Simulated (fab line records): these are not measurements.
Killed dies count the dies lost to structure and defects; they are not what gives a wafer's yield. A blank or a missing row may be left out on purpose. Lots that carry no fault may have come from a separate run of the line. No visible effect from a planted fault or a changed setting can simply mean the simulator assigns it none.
A struck lot beside a sound one / flow berkeley cmos170 / 33 out of 331 route steps
Sound: these wafers, L294.1, L294.5, L294.6. Wafers struck: L276.3, L276.5, L276.6. The cause comes at the end.
At each step with rows: each side's tool, then ch and its chambers, then its first start. Under that, the readings that differ: sound wafers / struck wafers / difference of the means / sigmas: that difference in standard deviations of wafers without a fault.
alike: readings with means less than 2 such deviations apart, plus words and numbers identical on both sides. not compared: withheld readings, readings lacking a value on some wafer, bounds such as >300 that could conceal the same value, and numbers that have no deviation in the record and whose values overlap.
Wherever a step has rows on one side only, a row that says differs or no value, or a row with sigmas, the two part there. Non-overlapping numbers with no deviation appear without sigmas and do not part them. Lack of a reading on every wafer of one side parts them only where that side has two or more wafers.

first, 6 steps without rows for these wafers: UCB170_SDANNEAL_RTA_01 (time 5 s); UCB170_SILICIDE_PRE_CLEAN_00 (preclean etch time 60 s); UCB170_SILICIDE_SPUTTER_01 (material Ti, target thk 30 nm, time 25 s); UCB170_SILICIDE_RTA_04 (time 15 s); UCB170_SILICIDE_WET_ETCH_05 (etches Ti in SPM, time 45 s); UCB170_CONTACT_CLEAN_00 (cleans in SPM, time 600 s).
UCB170_CONTACT_CVD_01: deposits PSG from SiH4/O2/PH3, target thk 700 nm, time 2820 s.
  sound on lpcvd-02 ch 0, day 10 03:01; struck on lpcvd-02 ch 1, day 7 02:46
reading=ph3 flow sccm (sccm); sound=25.08 25.00 25.02; struck=29.91 29.98 29.98; difference=+4.92; sigmas=+70
reading=model.PSG_of_CONTACT_CVD_01.thk nm (nm); sound=701.5 699.3 702.9; struck=721.9 723.1 726.4; difference=+22.6; sigmas=
  alike: o2 flow sccm, sih4 flow sccm, spike tc load C
UCB170_CONTACT_THK_MEAS_02:
  sound on film metro-01 at day 10 04:48; struck on film metro-03 at day 7 04:35
reading=CONTACT_PSG_THK (nm); sound=702 700 703; struck=722 723 726; difference=+22; sigmas=+3
then, 13 steps without rows for these wafers: UCB170_CONTACT_HMDS_03 (prime time 60 s); UCB170_CONTACT_COAT_04 (resist thk 900 nm); UCB170_CONTACT_SOFTBAKE_05 (time 60 s); UCB170_CONTACT_STRIP_06 (strips in O2); UCB170_CONTACT_CLEAN_07 (cleans in SPM, time 600 s); UCB170_CONTACT_RTA_08 (time 10 s); UCB170_CONTACT_COAT_09; UCB170_CONTACT_COAT_10 (resist thk 900 nm); UCB170_CONTACT_SOFTBAKE_11 (time 60 s); UCB170_CONTACT_EXPOSE_12 (exposes mask CONT, target cd 700 nm); UCB170_CONTACT_PEB_13; UCB170_CONTACT_DEVELOP_14 (develop time 45 s); UCB170_CONTACT_ETCH_17 (etches BARC in N2/H2).
UCB170_CONTACT_ETCH_18: etches PSG in CHF3/CF4/Ar, stops on TiSi2, target depth 840 nm, time 195 s.
  sound on rie diel-02 ch 0,1,3; struck on rie diel-04 ch 0,1,2
reading=chamber pressure mTorr (mTorr); sound=199.81 199.98 200.02; struck=200.22 200.63 200.23; difference=+0.42; sigmas=+2
reading=oes product au (a.u.); sound=0.904 0.904 0.900; struck=0.922 0.908 0.938; difference=+0.020; sigmas=+2
reading=model.etch.depth nm (nm); sound=701.5 699.3 702.9; struck=721.9 723.1 726.4; difference=+22.6; sigmas=
reading=model.CONTACT.feature depth nm (nm); sound=701.5 699.3 702.9; struck=721.9 723.1 726.4; difference=+22.6; sigmas=
  alike: drypump motor current A, throttle valve pct
  not compared: rf hours counter h
then, 9 steps without rows for these wafers: UCB170_CONTACT_STRIP_19 (strips in O2); UCB170_CONTACT_CLEAN_20 (cleans in SPM, time 600 s); UCB170_M1_SPUTTER_00 (material Al, target thk 600 nm, time 80 s); UCB170_M1_COAT_03; UCB170_M1_COAT_04 (resist thk 900 nm); UCB170_M1_SOFTBAKE_05 (time 60 s); UCB170_M1_EXPOSE_06 (exposes mask METAL1, target cd 700 nm); UCB170_M1_PEB_07; UCB170_M1_DEVELOP_08 (develop time 45 s).
UCB170_M1_METAL_ETCH_12: etches Al in Cl2/BCl3, stops on PSG, target depth 780 nm, time 130 s.
  sound on rie metal-03 ch 0,1, day 10 09:33; struck on rie metal-04 ch 0,1, day 7 10:44
reading=model.PSG_of_CONTACT_CVD_01.thk nm (nm); sound=663.5 661.6 664.8; struck=685.5 686.8 689.3; difference=+23.9; sigmas=
  alike: chamber pressure mTorr, drypump motor current A, oes product au, throttle valve pct
  not compared: rf hours counter h
UCB170_M3_PROBE_99:
  the record has rows for the struck wafers here (prober-02, day 8 03:38) and none for the sound ones

WHERE THEY PART
Last at UCB170_M3_PROBE_99 as far as this record goes, first at UCB170_CONTACT_CVD_01.

WHY: the cause the simulator had injected
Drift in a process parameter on lpcvd-02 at UCB170_CONTACT_CVD_01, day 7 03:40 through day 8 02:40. From 25, the setting ph3 flow sccm moved by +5.
